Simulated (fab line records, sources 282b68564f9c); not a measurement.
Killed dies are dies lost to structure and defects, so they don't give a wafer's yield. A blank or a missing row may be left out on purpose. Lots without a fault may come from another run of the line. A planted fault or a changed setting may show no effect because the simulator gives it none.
Split-lot experiment | flow rit_cmos | 5 lots, 23 wafers read, on a route of 202 steps

THE SPLIT
At RIT_SPACER_CVD_03 (deposits Si3N4 from SiH2Cl2/NH3, target thk 250 nm, time 3300 s), the setting pressure_mtorr was moved away from the recipe's 300 mTorr on 20 of the 23 wafers read, by -14.9% to +12.0%. The other wafers ran this setting at the recipe's value.

The file shows no step between the split and the reading.

THE READING
SPACER_NITRIDE_THK, in nm, at RIT_SPACER_THK_MEAS_04. Fault-free wafers of this fab line usually give 249.4 nm, standard deviation 2.9 nm.

wafer  | tool, chamber at the split | pressure_mtorr as run, mTorr | against the recipe | SPACER_NITRIDE_THK, nm | against lot-mates on the recipe
L074.1 | -, -                       | 255.4                        | -14.9%             | 240.1                  | no lot-mate on the recipe
L074.2 | -, -                       | 255.4                        | -14.9%             | 238.9                  | no lot-mate on the recipe
L074.4 | -, -                       | 255.4                        | -14.9%             | 238.8                  | no lot-mate on the recipe
L074.5 | -, -                       | 255.4                        | -14.9%             | 238.2                  | no lot-mate on the recipe
L074.6 | -, -                       | 255.4                        | -14.9%             | 238.4                  | no lot-mate on the recipe
L075.1 | -, -                       | 332.4                        | +10.8%             | 257.9                  | no lot-mate on the recipe
L075.3 | -, -                       | 332.4                        | +10.8%             | 257.1                  | no lot-mate on the recipe
L075.4 | -, -                       | 332.4                        | +10.8%             | 259.2                  | no lot-mate on the recipe
L075.5 | -, -                       | 332.4                        | +10.8%             | 259.2                  | no lot-mate on the recipe
L075.6 | -, -                       | 332.4                        | +10.8%             | 257.9                  | no lot-mate on the recipe
L076.2 | lpcvd-02, 0                | 300                          | recipe             | 246.0                  | -
L076.3 | lpcvd-02, 0                | 300                          | recipe             | 246.5                  | -
L076.5 | lpcvd-02, 0                | 300                          | recipe             | 249.3                  | -
L081.1 | -, -                       | 265.9                        | -11.4%             | 236.3                  | no lot-mate on the recipe
L081.2 | -, -                       | 265.9                        | -11.4%             | 234.1                  | no lot-mate on the recipe
L081.3 | -, -                       | 265.9                        | -11.4%             | 237.9                  | no lot-mate on the recipe
L081.5 | -, -                       | 265.9                        | -11.4%             | 235.6                  | no lot-mate on the recipe
L081.6 | -, -                       | 265.9                        | -11.4%             | 237.6                  | no lot-mate on the recipe
L084.1 | -, -                       | 336                          | +12.0%             | 258.8                  | no lot-mate on the recipe
L084.2 | -, -                       | 336                          | +12.0%             | 259.9                  | no lot-mate on the recipe
L084.3 | -, -                       | 336                          | +12.0%             | 260.0                  | no lot-mate on the recipe
L084.4 | -, -                       | 336                          | +12.0%             | 259.4                  | no lot-mate on the recipe
L084.6 | -, -                       | 336                          | +12.0%             | 259.9                  | no lot-mate on the recipe

THE FIT
A straight line over all 23 wafers: SPACER_NITRIDE_THK changes by +0.853 nm for each +1% of pressure_mtorr; r = +0.98; the points scatter about the line by 2.3 nm.
Too few moved wafers have a lot-mate on the recipe to fit a line with each lot's own level taken away.

THE WHOLE CHAIN: every reading that the file lists as answering this split, in the file's order
step                   | what it does                                                             | reading                                                                        | change (the file's fit)               | r (the file's)
RIT_SPACER_CVD_03      | deposits Si3N4 from SiH2Cl2/NH3, target thk 250 nm, time 3300 s          | Si3N4_of_SPACER_CVD_03.thk_nm (the simulator's own value, which no gauge read) | +0.853 nm for each +1% of the setting | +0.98
RIT_SPACER_THK_MEAS_04 |                                                                          | SPACER_NITRIDE_THK                                                             | +0.853 for each +1% of the setting    | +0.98
RIT_SPACER_ETCHBACK_05 | etches Si3N4 in SF6/CHF3, stops on SiO2, target depth 250 nm, time 240 s | etch.depth_nm (the simulator's own value, which no gauge read)                 | +0.853 nm for each +1% of the setting | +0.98
RIT_SPACER_ETCHBACK_05 | etches Si3N4 in SF6/CHF3, stops on SiO2, target depth 250 nm, time 240 s | Si3N4_of_SPACER_CVD_03.thk_nm (the simulator's own value, which no gauge read) | +0.639 nm for each +1% of the setting | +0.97

THE FILE'S OWN FIT
SPACER_NITRIDE_THK changes by +0.853 nm for each +1% of pressure_mtorr, r = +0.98.
